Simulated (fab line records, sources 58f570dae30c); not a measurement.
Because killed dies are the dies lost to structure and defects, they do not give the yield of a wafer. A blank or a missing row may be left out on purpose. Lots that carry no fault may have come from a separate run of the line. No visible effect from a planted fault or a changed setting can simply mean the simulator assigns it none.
Split-lot experiment | flow berkeley-cmos170 | route with 331 steps; 5 lots, 23 wafers read

## ABOUT THE SPLIT
At UCB170_V2_CVD_00 (deposits SiO2 from TEOS/O2, target thk 2000 nm, time 250 s), the setting time-s was moved away from the recipe's 250 s on 9 of the 23 wafers read, by -6.2% to +13.5%. This setting was run at the recipe's value on the other wafers.

The file shows no step between the split and the reading.

## THE READING
V2_TEOS_THK, in nm, at UCB170_V2_THK_MEAS_01. Typical for fault-free wafers on this fab line: 2008 nm, with standard deviation 26 nm.

wafer  | tool, chamber at the split | time-s as run, s | against the recipe | V2_TEOS_THK, nm | against lot-mates on the recipe
L074.1 | pecvd-01, 1,2              | 234.5            | -6.2%              | 1887            | -142
L074.2 | pecvd-01, 2                | 250              | recipe             | 2040            | -
L074.3 | pecvd-01, 0                | 250              | recipe             | 2017            | -
L074.4 | pecvd-01, 1,2              | 234.5            | -6.2%              | 1915            | -114
L074.6 | pecvd-01, 1                | 234.5            | -6.2%              | 1915            | -114
L079.1 | pecvd-03, 1                | 250              | recipe             | 2006            | -
L079.2 | pecvd-03, 2                | 275.7            | +10.3%             | 2217            | +194
L079.3 | pecvd-03, 0                | 275.7            | +10.3%             | 2194            | +172
L079.5 | pecvd-03, 0                | 275.7            | +10.3%             | 2249            | +226
L079.6 | pecvd-03, 2                | 250              | recipe             | 2039            | -
L083.2 | pecvd-03, 0,2              | 283.8            | +13.5%             | 2240            | +248
L083.3 | pecvd-03, 1                | 250              | recipe             | 1976            | -
L083.4 | pecvd-03, 0,2              | 283.8            | +13.5%             | 2291            | +299
L083.5 | pecvd-03, 1                | 250              | recipe             | 2008            | -
L083.6 | pecvd-03, 0                | 283.8            | +13.5%             | 2282            | +290
L081.1 | pecvd-01, 2                | 250              | recipe             | 2012            | -
L081.2 | pecvd-01, 1,0,1            | 250              | recipe             | 1996            | -
L081.3 | pecvd-01, 1,0,1            | 250              | recipe             | 1967            | -
L081.5 | pecvd-01, 1,0,1            | 250              | recipe             | 2008            | -
L081.6 | pecvd-01, 0                | 250              | recipe             | 2013            | -
L085.4 | pecvd-02, 2                | 250              | recipe             | 1985            | -
L085.5 | pecvd-02, 0                | 250              | recipe             | 2002            | -
L085.6 | pecvd-02, 1                | 250              | recipe             | 2007            | -
The file does not say which wafer passed through which chamber wherever a row lists several chambers: such a row stands for several wafers.

THE FIT
A straight line over all 23 wafers: V2_TEOS_THK changes by +19.3 nm for each +1% of time-s; r = +0.98; the points scatter about the line by 22 nm.
The same after taking each lot's own level away (the mean of its wafers on the recipe; 23 wafers): +20.1 nm for each +1%; r = +0.99; scatter 18 nm.
The reading moves by 2.7e+02 nm for the largest change in time-s, on that fit.
The lots' own levels span 1992.0 to 2028.5 nm, that is 1.4 times the standard deviation above.
Hence the lot-to-lot level has little effect on the slope; both slopes agree.
Check: for one of the wafers moved furthest among these (+13.5%), held out of the fit, the line's prediction against its lot-mates is +277 nm. It came out at +248 nm against them.

## THESE WAFERS: OTHER SPLITS
Other splits were also applied to these wafers ahead of the reading. Each is held against what the fit with the lots' levels taken away leaves over:
other split on the same wafers | wafers away from the commonest value | r with V2_TEOS_THK (lot level and that fit taken away)
UCB170_V1_CVD_00 time-s        | 8                                    | -0.27
UCB170_V1_PEB_10 peb-temp-c    | 6                                    | -0.50

## THE WHOLE CHAIN: every reading that the file lists as answering this split, in the file's order
step                  | what it does                                               | reading                                                                   | change (the file's fit)              | r (the file's)
UCB170_V2_CVD_00      | deposits SiO2 from TEOS/O2, target thk 2000 nm, time 250 s | SiO2_of_V2_CVD_00.thk-nm (the simulator's own value, which no gauge read) | +20.3 nm for each +1% of the setting | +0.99
UCB170_V2_THK_MEAS_01 |                                                            | V2_TEOS_THK                                                               | +20.1 for each +1% of the setting    | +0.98

## FILE'S OWN FIT
V2_TEOS_THK changes by +20.1 nm for each +1% of time-s, r = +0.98.
